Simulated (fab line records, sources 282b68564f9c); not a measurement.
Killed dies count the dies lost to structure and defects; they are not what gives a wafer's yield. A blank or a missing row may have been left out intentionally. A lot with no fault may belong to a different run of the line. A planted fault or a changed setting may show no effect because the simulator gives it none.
Problem report in the 8D (eight disciplines) form, filled by code | flow rit cmos | the parts of the form that need people (team, actions taken, sign-off) are left out

== 1. PROBLEM STATEMENT ==
Wafers without a fault read 58.0 s with a standard deviation of 2.8, while run length s at RIT_SDANNEAL_CLEAN_01 averages 176.4 s across 3 wafers of 1 lot. Relative to the usual mean, that is a shift of +42 standard deviations.
The step: cleans in dHF, time 30 s.
First seen on wafer L547.1, day 6 03:44, on wet bench-04. The record has a number at this step for 15 wafers belonging to 5 lots. The rule behind "out" and "out of limits": a value lying over 4 standard deviations away from the usual mean. Any other wafer with a number is counted as sound.

== 2. WHAT IT IS, WHAT IT ISN'T ==
question                    | is                     | is not
which readings at this step | run length s           | -
which lots                  | L547                   | L532, L539, L551, L553
which wafers of those lots  | all that have a number | -
read on which tools         | wet bench-04           | wet bench-02
when                        | from day 6 03:44       | up to then (6 sound wafers); but 6 sound wafers of L551, L553 came after

== 3. THE SUSPECTS, EACH WITH WHAT RULES IT OUT ==
Counting: any tool at a process step up to the reading is kept as a suspect provided that every lot that is out went through it and no sound lot did after the first of them.
- plasma asher-04 at RIT_PSD_STRIP_09 (strips in O2, time 180 s): ruled out as a lasting fault. Following L547 (day 6 03:18), the first lot on it that is out, the sound lots L551, L553 were run on it.
- wet bench-04 at RIT_SDANNEAL_CLEAN_01 (cleans in dHF, time 30 s): kept. It ran the lot that is out, L547 (day 6 03:44), and no sound lot after that; its last sound lot up to then is L532 (day 3 01:11). On those wafers its own readings are out: run length s.
Left after counting: wet bench-04 at RIT_SDANNEAL_CLEAN_01.

== 4. THE CAUSE (what the simulator had put in) ==
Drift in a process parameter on wet bench-04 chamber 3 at RIT_SDANNEAL_CLEAN_01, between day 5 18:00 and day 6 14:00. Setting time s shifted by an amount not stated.
After counting, this tool was the only one left.

== 5. SEQUENCE OF EFFECTS, ordered by route ==
Rows list readings where the struck wafers' mean (over those with a number) sits beyond 3 standard deviations from the usual. Only readings for which the record gives a usual standard deviation are gone through. hours: the time from each lot's start at the first step in this table that gives one to its start at this step, as a median over the lots. sigmas: the change in usual standard deviations.
hours | step                  | reading      | usual  | on struck wafers | change | sigmas
0     | RIT_SDANNEAL_CLEAN_01 | run length s | 58.0 s | 176.4            | +118.4 | +42
Here are the process steps it includes:
- RIT_SDANNEAL_CLEAN_01: cleans in dHF, time 30 s.
At these later measuring or inspecting steps, every struck wafer for which the step has a row has a number for every such reading, and none has moved that far: RIT_SDANNEAL_RS_MEAS_04, RIT_SDANNEAL_RS_MEAS_05, RIT_SDANNEAL_RS_MEAS_06, RIT_SDANNEAL_RS_MEAS_07.

== 6. WHAT WOULD HAVE CAUGHT IT SOONER ==
First out-of-limits reading in this record: day 6 03:44, which is 10 hours after fault onset at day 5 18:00.
